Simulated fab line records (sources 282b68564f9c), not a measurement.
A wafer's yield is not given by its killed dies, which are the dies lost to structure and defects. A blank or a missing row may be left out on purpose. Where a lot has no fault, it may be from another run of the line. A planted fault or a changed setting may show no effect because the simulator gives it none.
A lot that was struck, set against a sound lot    flow rit_cmos    44 out of 202 route steps
Sound: wafers L163.1, L163.3, L163.4. The struck wafers were L173.1, L173.2, L173.6. The cause is named last.
Per side, at each step with rows, come the tool, then ch with its chambers, and then its first start. Under that, the readings that differ: sound wafers    struck wafers    difference of the means    sigmas: that difference in standard deviations of wafers without a fault.
alike: a reading whose means differ by less than 2 such deviations, as well as words and numbers matching on both sides. not compared: withheld readings; readings where some wafer has no value; bounds like >300 that might hide an equal value; numbers whose values overlap and for which the record gives no deviation.
Wherever a step has rows on one side only, a row that says differs or no value, or a row with sigmas, the two part there. Numbers that don't overlap but have no deviation are shown without sigmas and don't part them. Lack of a reading on every wafer of one side parts them only where that side has two or more wafers.

first, 2 steps without rows for these wafers: RIT_NLDD_HARDBAKE_07 (time 60 s); RIT_NLDD_IMPLANT_08.
RIT_NLDD_STRIP_09: strips in O2, time 180 s.
  sound on plasma_asher-02 ch 0,1, day 3 22:43; struck on plasma_asher-02 ch 0,1, day 6 04:20
  alike: chamber_pressure_mTorr, drypump_motor_current_A, rf_refl_power_W
  not compared: rf_hours_counter_h
RIT_NLDD_TW_MEAS_10:
  sound on film_metro-02 at day 3 22:53; struck on film_metro-03 at day 6 04:30
  alike: NLDD_TW
then, 6 steps without rows for these wafers: RIT_PLDD_HMDS_00 (prime time 60 s); RIT_PLDD_COAT_01 (resist thk 1000 nm); RIT_PLDD_SOFTBAKE_02 (time 60 s); RIT_PLDD_EXPOSE_03 (exposes mask M8, target cd 40900 nm); RIT_PLDD_PEB_04; RIT_PLDD_DEVELOP_05 (develop time 50 s).
RIT_PLDD_OVL_MEAS_06:
  sound on overlay-02 at day 3 23:48; struck on overlay-01 at day 6 05:25
  alike: PLDD_OVL
then, 1 step without rows for these wafers: RIT_PLDD_HARDBAKE_07 (time 60 s).
RIT_PLDD_IMPLANT_08:
  sound on implanter-02 ch 0, day 4 00:02; struck on implanter-03 ch 0, day 6 05:55
RIT_PLDD_STRIP_09: strips in O2, time 180 s.
  sound on plasma_asher-02 ch 0,1, day 4 00:11; struck on plasma_asher-03 ch 0,1, day 6 06:04
  alike: chamber_pressure_mTorr, drypump_motor_current_A, rf_refl_power_W
  not compared: rf_hours_counter_h
RIT_PLDD_TW_MEAS_10:
  sound on film_metro-02 at day 4 00:21; struck on film_metro-02 at day 6 06:14
reading  sound           struck          difference  sigmas
PLDD_TW  2367 2375 2353  2776 2773 2771  +408        +29
then, 4 steps without rows for these wafers: RIT_SPACER_CLEAN_00 (cleans in SC1, time 600 s); RIT_SPACER_CLEAN_01 (cleans in dHF, time 30 s); RIT_SPACER_CLEAN_02 (cleans in SC2, time 600 s); RIT_SPACER_CVD_03 (deposits Si3N4 from SiH2Cl2/NH3, target thk 250 nm, time 3300 s).
RIT_SPACER_THK_MEAS_04:
  sound on film_metro-04 at day 4 02:52; struck on film_metro-02 at day 6 10:53
  alike: SPACER_NITRIDE_THK
RIT_SPACER_ETCHBACK_05: etches Si3N4 in SF6/CHF3, stops on SiO2, target depth 250 nm, time 240 s.
  sound on rie_diel-01 ch 0,1,2, day 4 02:56; struck on rie_diel-03 ch 0,2,3, day 6 10:57
  alike: chamber_pressure_mTorr, drypump_motor_current_A, oes_product_au, rf_fwd_power_W, throttle_valve_pct
  not compared: rf_hours_counter_h
then, 6 steps without rows for these wafers: RIT_NSD_HMDS_00 (prime time 60 s); RIT_NSD_COAT_01 (resist thk 1000 nm); RIT_NSD_SOFTBAKE_02 (time 60 s); RIT_NSD_EXPOSE_03 (exposes mask M9, target cd 40700 nm); RIT_NSD_PEB_04; RIT_NSD_DEVELOP_05 (develop time 50 s).
RIT_NSD_OVL_MEAS_06:
  sound on overlay-01 at day 4 03:56; struck on overlay-02 at day 6 12:04
  alike: NSD_OVL
then, 2 steps without rows for these wafers: RIT_NSD_HARDBAKE_07 (time 60 s); RIT_NSD_IMPLANT_08.
RIT_NSD_STRIP_09: strips in O2, time 180 s.
  sound on plasma_asher-01 ch 0,1, day 4 04:16; struck on plasma_asher-01 ch 0,1, day 6 12:25
  alike: chamber_pressure_mTorr, drypump_motor_current_A, rf_refl_power_W
  not compared: rf_hours_counter_h
RIT_NSD_TW_MEAS_10:
  sound on film_metro-02 at day 4 04:26; struck on film_metro-01 at day 6 12:35
  alike: NSD_TW
then, 6 steps without rows for these wafers: RIT_PSD_HMDS_00 (prime time 60 s); RIT_PSD_COAT_01 (resist thk 1000 nm); RIT_PSD_SOFTBAKE_02 (time 60 s); RIT_PSD_EXPOSE_03 (exposes mask M10, target cd 40900 nm); RIT_PSD_PEB_04; RIT_PSD_DEVELOP_05 (develop time 50 s).
RIT_PSD_OVL_MEAS_06:
  sound on overlay-02 at day 4 05:23; struck on overlay-02 at day 6 13:37
  alike: PSD_OVL
then, 2 steps without rows for these wafers: RIT_PSD_HARDBAKE_07 (time 60 s); RIT_PSD_IMPLANT_08.
RIT_PSD_STRIP_09: strips in O2, time 180 s.
  sound on plasma_asher-04 ch 0,1, day 4 05:48; struck on plasma_asher-03 ch 0,1, day 6 13:58
  alike: chamber_pressure_mTorr, drypump_motor_current_A, rf_refl_power_W
  not compared: rf_hours_counter_h
RIT_SDANNEAL_RS_MEAS_06: measures by four-point-probe.
  sound on film_metro-02 at day 4 06:43; struck on film_metro-02 at day 6 14:52
reading           sound              struck             difference  sigmas
PLDD_RS (ohm/sq)  176.3 176.5 176.8  151.2 150.7 150.7  -25.7       -51
RIT_M1_PROBE_99:
  record: rows for the struck wafers here (prober-01, day 6 22:17), none for the sound ones

## WHERE THEY PART
Earliest at RIT_PLDD_TW_MEAS_10; latest, in this record, at RIT_M1_PROBE_99.

WHY: whatever the simulator had introduced
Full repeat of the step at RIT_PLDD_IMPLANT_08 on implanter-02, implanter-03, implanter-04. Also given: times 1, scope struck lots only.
